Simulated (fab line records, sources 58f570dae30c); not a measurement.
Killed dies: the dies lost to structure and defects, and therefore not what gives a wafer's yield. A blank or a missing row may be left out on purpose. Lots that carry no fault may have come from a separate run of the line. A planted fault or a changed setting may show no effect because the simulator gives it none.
A struck lot beside a sound one ; flow berkeleyCmos170 ; 14 out of 331 route steps
Sound: the wafers L878.1, L878.3, L878.5. Wafers struck: L866.3, L866.4, L866.5. Last of all comes the cause.
Order at every step that has rows: each side's tool, ch and its chambers, its first start. Under that, the readings that differ: sound wafers ; struck wafers ; difference of the means ; sigmas: that difference in standard deviations of wafers without a fault.
alike: readings whose means differ by less than 2 such deviations, and words and numbers that are the same on both sides. not compared: withheld readings, readings that some wafer has no value for, bounds like >300 that may hide the same value, and numbers for which the record gives no deviation and whose values overlap.
A row with sigmas, a row that says differs or no value, or rows on one side alone: a step with any of these is where the two part. When numbers do not overlap yet have no deviation, they are printed without sigmas and do not part them. A reading missing from all wafers of one side parts the sides only when that side holds two or more wafers.

first, 3 steps without rows for these wafers: UCB170_PWELL_CLEAN_00 (cleans in SPM, time 600 s); UCB170_PWELL_CLEAN_01 (cleans in dHF, time 60 s); UCB170_PWELL_OXIDATION_02 (target thk 26.4 nm, ox time 1260 s).
UCB170_PWELL_THK_MEAS_03:
  sound on filmMetro-01 at day 6 13:52; struck on filmMetro-01 at day 3 16:56
  alike: PWELL_OXIDE_THK
then, 2 steps without rows for these wafers: UCB170_PWELL_ANNEAL_04 (time 900 s); UCB170_PWELL_CVD_05 (deposits Si3N4 from SiH2Cl2/NH3, target thk 220 nm, time 3300 s).
UCB170_PWELL_THK_MEAS_06:
  sound on filmMetro-02 at day 6 21:59; struck on filmMetro-04 at day 3 21:26
  alike: PWELL_NITRIDE_THK
then, 5 steps without rows for these wafers: UCB170_PWELL_HMDS_07 (prime time 60 s); UCB170_PWELL_COAT_08 (resist thk 900 nm); UCB170_PWELL_SOFTBAKE_09 (time 60 s); UCB170_PWELL_EXPOSE_10 (exposes mask PWELL, target cd 3000 nm); UCB170_PWELL_PEB_11.
UCB170_PWELL_DEVELOP_12: develop time 45 s.
  sound on lithoTrack-03 ch 0, day 6 23:00; struck on lithoTrack-01, day 3 22:00
  no value came back on the struck wafers for chillPlateTempC (C), developTimeS (s); on the sound wafers chillPlateTempC (C) reads 22.84 23.01 23.00
reading;sound;struck;difference;sigmas
model.KrF_of_PWELL_COAT_08.thkNm (nm);884 884.9 886;898.4 900.5 899.5;+14.5;
UCB170_PWELL_OVL_MEAS_13:
  sound on overlay-02 at day 6 23:11; struck on overlay-02 at day 3 22:19
reading;sound;struck;difference;sigmas
PWELL_OVL (nm);9 18 12;- - -;no value on the struck wafers;

WHERE THEY PART
Earliest at UCB170_PWELL_DEVELOP_12; latest, in this record, at UCB170_PWELL_OVL_MEAS_13.

WHY: the cause the simulator had injected
Whole step skipped at UCB170_PWELL_DEVELOP_12 on lithoTrack-01, starting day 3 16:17. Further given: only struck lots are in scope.
